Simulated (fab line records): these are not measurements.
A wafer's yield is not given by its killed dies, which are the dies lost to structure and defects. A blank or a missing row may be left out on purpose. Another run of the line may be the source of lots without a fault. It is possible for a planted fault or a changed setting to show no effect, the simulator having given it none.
Problem report in the 8D (eight disciplines) form, filled by code -- flow berkeleyCmos170 -- the parts of the form that need people (team, actions taken, sign-off) are left out

1. WHAT IS WRONG
ACTIVE_NITRIDE_THK at UCB170_ACTIVE_THK_MEAS_06 reads a mean of 211.3 nm on 3 wafers of 1 lot; wafers without a fault read 219.5 nm with a standard deviation of 1.9. Relative to the usual mean, that is a shift of -4.3 standard deviations.
Seen first at day 6 11:43 on filmMetro-01, wafer L566.1. The record has a number at this step for 39 wafers belonging to 13 lots. By rule, "out" or "out of limits" means more than 4 standard deviations away from the usual mean. The rest of the wafers with a number are treated as sound.

2. WHAT IT IS AND WHAT IT IS NOT
question,is,is not
which readings at this step,ACTIVE_NITRIDE_THK,-
which lots,L566,"L554, L556, L557, L558, L560, L561, L562, L563, L564, L574, L575, L576"
which wafers of those lots,all that have a number,-
read on which gauges,filmMetro-01,"filmMetro-03, filmMetro-04"
when,from day 6 11:43,"up to then (27 sound wafers); but 9 sound wafers of L574, L575, L576 came after"

3. WHAT RULES OUT EACH SUSPECT
Counting: a tool stays on the suspect list if, at a process step up to the reading, it processed all lots that are out and no sound lot following the first of them.
- the gauge at UCB170_ACTIVE_THK_MEAS_06: kept. All the wafers that are out were read on filmMetro-01, and no step on other tools shows them out.
- lpcvd-01 at UCB170_ACTIVE_CVD_05 (deposits Si3N4 from SiH2Cl2/NH3, target thk 220 nm, time 3300 s): ruled out as a lasting fault. Sound lots L576 ran on it after its first lot that is out, L566 (day 6 09:47).
The count leaves filmMetro-01 at UCB170_ACTIVE_THK_MEAS_06.

4. THE CAUSE (what the simulator had put in)
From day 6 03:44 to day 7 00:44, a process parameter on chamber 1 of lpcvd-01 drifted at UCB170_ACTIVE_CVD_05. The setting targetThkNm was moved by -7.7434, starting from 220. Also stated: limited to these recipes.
The count ruled it out by mistake, since the rule takes a fault to strike every lot its tool runs from the start of the fault on, and this one did not do so.

5. SEQUENCE OF EFFECTS, ordered by route
Rows list readings where the struck wafers' mean (over those with a number) sits beyond 3 standard deviations from the usual. Only readings whose record carries a usual standard deviation are examined. hours: median over the lots of the time between each lot's start at the first step of this table that gives one and its start at this step. sigmas: the change, counted in usual standard deviations.
hours,step,reading,usual,on struck wafers,change,sigmas
0,UCB170_ACTIVE_THK_MEAS_06,ACTIVE_NITRIDE_THK,219.5 nm,211.3,-8.2,-4.3
Later measuring or inspecting steps at which every struck wafer that the step has a row for has a number for every such reading, and none has moved that far: UCB170_M3_OVL_MEAS_16, UCB170_M3_BOW_MEAS_20.

6. HOW IT WOULD HAVE BEEN CAUGHT EARLIER
8 hours passed between the start of the fault at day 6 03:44 and the first reading out of limits at a measuring or inspecting step in this record, taken at day 6 11:43.
Of the tool readings at UCB170_ACTIVE_CVD_05 for which the record gives a usual standard deviation, none was out on any struck wafer, so an alarm limit of 4 standard deviations on them would not have fired.
